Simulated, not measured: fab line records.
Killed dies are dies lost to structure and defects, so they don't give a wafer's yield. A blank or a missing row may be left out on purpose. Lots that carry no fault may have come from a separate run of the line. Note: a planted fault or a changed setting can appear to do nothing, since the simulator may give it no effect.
Comparing a struck lot with a sound one	flow rit_cmos	21 steps out of a route of 202
Sound: wafers L259.1, L259.4, L259.6. The struck wafers were L268.2, L268.4, L268.6. Last of all comes the cause.
For every step that has rows: the tool of each side, followed by ch and its chambers, followed by its first start. Under that, the readings that differ: sound wafers	struck wafers	difference of the means	sigmas: that difference in standard deviations of wafers without a fault.
alike: same words and numbers on both sides, and readings whose means sit less than 2 such deviations apart. not compared: any withheld reading, any reading some wafer has no value for, any bound like >300 that may hide the same value, and any number with overlapping values for which the record gives no deviation.
Wherever a step has rows on one side only, a row that says differs or no value, or a row with sigmas, the two part there. Non-overlapping numbers with no deviation appear without sigmas and do not part them. Lack of a reading on every wafer of one side parts them only where that side has two or more wafers.

first, 1 step without rows for these wafers: RIT_CONTACT_HARDBAKE_10 (time 60 s).
RIT_CONTACT_ETCH_11: etches SiO2 in CHF3/CF4/Ar, stops on TiSi2, target depth 480 nm, time 320 s.
  sound on rie_diel-01 ch 0,1,2, day 3 13:19; struck on rie_diel-03 ch 1,2, day 5 13:13
  alike: drypump_motor_current_A, mfc_ar_sccm, oes_product_au, throttle_valve_pct
  not compared: rf_hours_counter_h
RIT_CONTACT_STRIP_12: strips in O2, time 180 s.
  sound on plasma_asher-04 ch 0,1, day 3 13:31; struck on plasma_asher-02 ch 0,1, day 5 13:25
  alike: drypump_motor_current_A
  not compared: rf_hours_counter_h
RIT_CONTACT_CD_MEAS_90 targets a cd of 1000 nm.
  struck on cd_sem-01, day 5 13:37; sound on cd_sem-01, day 3 13:41
  alike: cd_nm
then, 2 steps without rows for these wafers: RIT_CONTACT_CLEAN_13 (cleans in SC1, time 600 s); RIT_CONTACT_CLEAN_14 (cleans in SC2, time 600 s).
RIT_M1_SPUTTER_00: material Al, target thk 400 nm, time 500 s.
  struck on pvd_sputter-04, day 5 14:04; sound on pvd_sputter-03, day 3 14:09
  alike: throttle_valve_pct
RIT_M1_RS_MEAS_01: uses a four-point probe to measure.
  struck on film_metro-04, day 5 14:22; sound on film_metro-04, day 3 14:27
  alike: M1_AL_RS
RIT_M1_THK_MEAS_02: measures by xrf.
  struck on film_metro-04, day 5 14:29; sound on film_metro-04, day 3 14:34
  alike: M1_AL_THK
then, 3 steps without rows for these wafers: RIT_M1_HMDS_03 (prime time 60 s); RIT_M1_COAT_04 (resist thk 1300 nm); RIT_M1_SOFTBAKE_05 (time 60 s).
RIT_M1_EXPOSE_06: exposes mask M12, target cd 2600 nm.
  sound on iline_stepper-02 ch 0, day 3 15:12; struck on iline_stepper-02 ch 0, day 5 15:08
reading	sound	struck	difference	sigmas
exposure_dose_mJ_cm2	249.91 250.03 250.15	314.44 314.54 314.54	+64.48	+99 or more
  alike: mask, focus_offset_nm
then, 2 steps without rows for these wafers: RIT_M1_PEB_07; RIT_M1_DEVELOP_08 (develop time 68 s).
RIT_M1_CD_MEAS_09 targets a cd of 2600 nm.
  struck on cd_sem-02, day 5 15:34; sound on cd_sem-02, day 3 15:46
reading	sound	struck	difference	sigmas
cd_nm (nm)	2598.7 2599.7 2599.3	2536.7 2533.5 2536.0	-63.8	-29
RIT_M1_OVL_MEAS_10:
  struck on overlay-02, day 5 15:40; sound on overlay-01, day 3 15:53
  alike: M1_OVL
then, 1 step without rows for these wafers: RIT_M1_HARDBAKE_11 (time 120 s).
RIT_M1_METAL_ETCH_12: etches Al in Cl2/BCl3, stops on SiO2, time 165 s, target depth 600 nm.
  sound on rie_metal-04 ch 1, day 3 16:23; struck on rie_metal-04 ch 1, day 5 16:08
reading	sound	struck	difference	sigmas
model.M1.cd_nm (nm)	2599 2600 2599	2538 2535 2537	-63	
  alike: drypump_motor_current_A, oes_product_au, throttle_valve_pct
  not compared: rf_hours_counter_h
then, 1 step without rows for these wafers: RIT_M1_STRIP_13 (strips in nmp, time 600 s).
RIT_M1_PROBE_99:
  struck on prober-02, day 5 18:34; sound on prober-02, day 3 18:47
reading	sound	struck	difference	sigmas
defect_limited_yield (%)	98.9 96.6 98.1	94.3 95.1 96.6	-2.5	-2
killed_at_front_end	3 9 5	15 13 9	+7	+2
killed_dies	3 9 5	15 13 9	+7	+2
killed_on_rim	1 2 1	8 4 1	+3	+2
sort_n_pass	261.0 255.0 259.0	249.0 251.0 255.0	-6.7	-2
sort_yield_pct (%)	98.9 96.6 98.1	94.3 95.1 96.6	-2.5	-2
model.etest.m1.width_nm (nm)	2594 2594 2602	2544 2532 2536	-59	
  alike: killed_at_contacts, killed_open, killed_short, sort_bin_3_pad_short, sort_bin_5_function, sort_bin_6_memory

WHERE THEY PART
Last at RIT_M1_PROBE_99 as far as this record goes, first at RIT_M1_EXPOSE_06.

WHY: the cause the simulator had injected
Process parameter drift: iline_stepper-02, from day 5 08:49 on, at RIT_M1_EXPOSE_06. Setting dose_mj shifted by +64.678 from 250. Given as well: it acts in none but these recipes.
